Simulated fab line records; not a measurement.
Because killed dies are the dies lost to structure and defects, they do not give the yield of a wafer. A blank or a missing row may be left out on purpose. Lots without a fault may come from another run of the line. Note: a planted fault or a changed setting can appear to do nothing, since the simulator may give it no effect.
Comparing a struck lot with a sound one | flow rit_cmos | 23 steps out of a route of 202
Sound: these wafers, L480.1, L480.4, L480.5. Wafers L489.2, L489.3, L489.4 were the ones struck. The cause is named last.
Order at every step that has rows: each side's tool, ch and its chambers, its first start. Under that, the readings that differ: sound wafers | struck wafers | difference of the means | sigmas: that difference in standard deviations of wafers without a fault.
alike: a reading whose means differ by less than 2 such deviations, as well as words and numbers matching on both sides. not compared: withheld readings; readings where some wafer has no value; bounds like >300 that might hide an equal value; numbers whose values overlap and for which the record gives no deviation.
The two part at a step that has a row with sigmas, a row that says differs or no value, or rows on one side only. Non-overlapping numbers with no deviation appear without sigmas and do not part them. A reading missing from all wafers of one side parts the sides only when that side holds two or more wafers.

first, 5 steps without rows for these wafers: RIT_GATE_WET_ETCH_00 (etches SiO2 in BOE, target depth 56 nm, time 60 s); RIT_GATE_CLEAN_01 (cleans in SC1, time 600 s); RIT_GATE_CLEAN_02 (cleans in dHF, time 30 s); RIT_GATE_CLEAN_03 (cleans in SC2, time 600 s); RIT_GATE_CLEAN_04 (cleans in dHF, time 60.89 s).
RIT_FOX2_THK_MEAS_91:
  sound on film_metro-04, day 4 01:01; struck on film_metro-04, day 5 21:53
  alike: FIELD_OXIDE_LEFT_2_THK
then, 2 steps without rows for these wafers: RIT_GATE_OXIDATION_05 (target thk 3 nm, ox time 270 s); RIT_GATE_ANNEAL_06 (time 600 s).
RIT_GATE_THK_MEAS_07:
  sound on film_metro-04, day 4 06:10; struck on film_metro-04, day 6 00:05
  alike: GATE_OXIDE_THK
then, 1 step without rows for these wafers: RIT_GATE_CVD_08 (deposits poly-Si from SiH4, target thk 250 nm, time 2220 s).
RIT_GATE_THK_MEAS_09:
  sound on film_metro-04, day 4 08:07; struck on film_metro-02, day 6 01:46
  alike: GATE_POLY_THK
then, 1 step without rows for these wafers: RIT_GATE_HMDS_10 (prime time 60 s).
RIT_GATE_COAT_11: resist thk 850 nm.
  sound on litho_track-02 ch 0, day 4 08:19; struck on litho_track-04 ch 0, day 6 01:59
  reading                                   | sound             | struck            | difference | sigmas
  model.NOVOLAK_of_GATE_COAT_11.thk_nm (nm) | 851.8 850.2 850.6 | 876.5 879.4 877.1 | +26.8      |
then, 3 steps without rows for these wafers: RIT_GATE_SOFTBAKE_12 (time 60 s); RIT_GATE_EXPOSE_13 (exposes mask M6, target cd 150 nm); RIT_GATE_PEB_14.
RIT_GATE_DEVELOP_15: develop time 48.27 s.
  sound on litho_track-01 ch 0; struck on litho_track-04 ch 0
  reading               | sound             | struck            | difference | sigmas
  model.GATE.cd_nm (nm) | 144.3 144.7 147.6 | 152.4 155.3 153.2 | +8.1       |
RIT_GATE_CD_MEAS_16: the cd target is 150 nm.
  sound on cd_sem-02, day 4 09:02; struck on cd_sem-02, day 6 02:48
  reading    | sound             | struck            | difference | sigmas
  cd_nm (nm) | 144.4 144.4 147.9 | 152.2 155.3 153.0 | +7.9       | +3
RIT_GATE_OVL_MEAS_17:
  sound on overlay-02, day 4 09:09; struck on overlay-02, day 6 02:55
  alike: GATE_OVL
then, 1 step without rows for these wafers: RIT_GATE_HARDBAKE_18 (time 60 s).
RIT_GATE_ETCH_19: etches poly-Si in SF6/CHF3/O2, stops on SiO2, time 165 s, target depth 312.5 nm.
  sound on rie_si-02 ch 0,2,3, day 4 09:20; struck on rie_si-01 ch 0,1,3, day 6 03:05
  reading                                   | sound             | struck            | difference | sigmas
  model.NOVOLAK_of_GATE_COAT_11.thk_nm (nm) | 668.7 668.9 672.5 | 690.5 698.2 695.9 | +24.8      |
  model.GATE.cd_nm (nm)                     | 144.3 144.9 147.7 | 152.3 155.4 153.2 | +8.0       |
  alike: O2_flow_sccm, SF6_flow_sccm, chamber_pressure_mTorr, drypump_motor_current_A, oes_product_au, throttle_valve_pct
  not compared: rf_hours_counter_h
RIT_GATE_STRIP_20: strips in O2, time 180 s.
  sound on plasma_asher-03 ch 0,1, day 4 09:27; struck on plasma_asher-01 ch 0,1, day 6 03:11
  alike: chamber_pressure_mTorr, drypump_motor_current_A
  not compared: rf_hours_counter_h
RIT_M1_PROBE_99:
  sound on prober-01, day 5 05:47; struck on prober-02, day 6 22:41
  reading                              | sound             | struck            | difference | sigmas
  model.etest.npoly_line.line_ohm_um   | 176.9 175.2 169.6 | 163 160 160.5     | -13        |
  model.etest.ppoly_line.line_ohm_um   | 170.3 167.8 164.1 | 155.2 153.1 157.2 | -12.2      |
  model.etest.ppoly_line.width_nm (nm) | 97.43 97.87 99.46 | 103.9 107.7 105.5 | +7.4       |
  model.etest.npoly_line.width_nm (nm) | 96.53 96.92 99.39 | 103.7 106.6 104.2 | +7.2       |
  model.etest.ring.delay_ps            | 25.62 26.32 26.97 | 28 29.02 28.13    | +2         |
  alike: killed_at_contacts, killed_at_front_end, killed_dies, killed_open, killed_short

== WHERE THEY PART ==
Within this record, at RIT_GATE_CD_MEAS_16 only. Later steps at which nothing parts them and some readings are alike: RIT_GATE_OVL_MEAS_17, RIT_GATE_ETCH_19, RIT_GATE_STRIP_20, RIT_M1_PROBE_99.

WHY: what had been put in by the simulator
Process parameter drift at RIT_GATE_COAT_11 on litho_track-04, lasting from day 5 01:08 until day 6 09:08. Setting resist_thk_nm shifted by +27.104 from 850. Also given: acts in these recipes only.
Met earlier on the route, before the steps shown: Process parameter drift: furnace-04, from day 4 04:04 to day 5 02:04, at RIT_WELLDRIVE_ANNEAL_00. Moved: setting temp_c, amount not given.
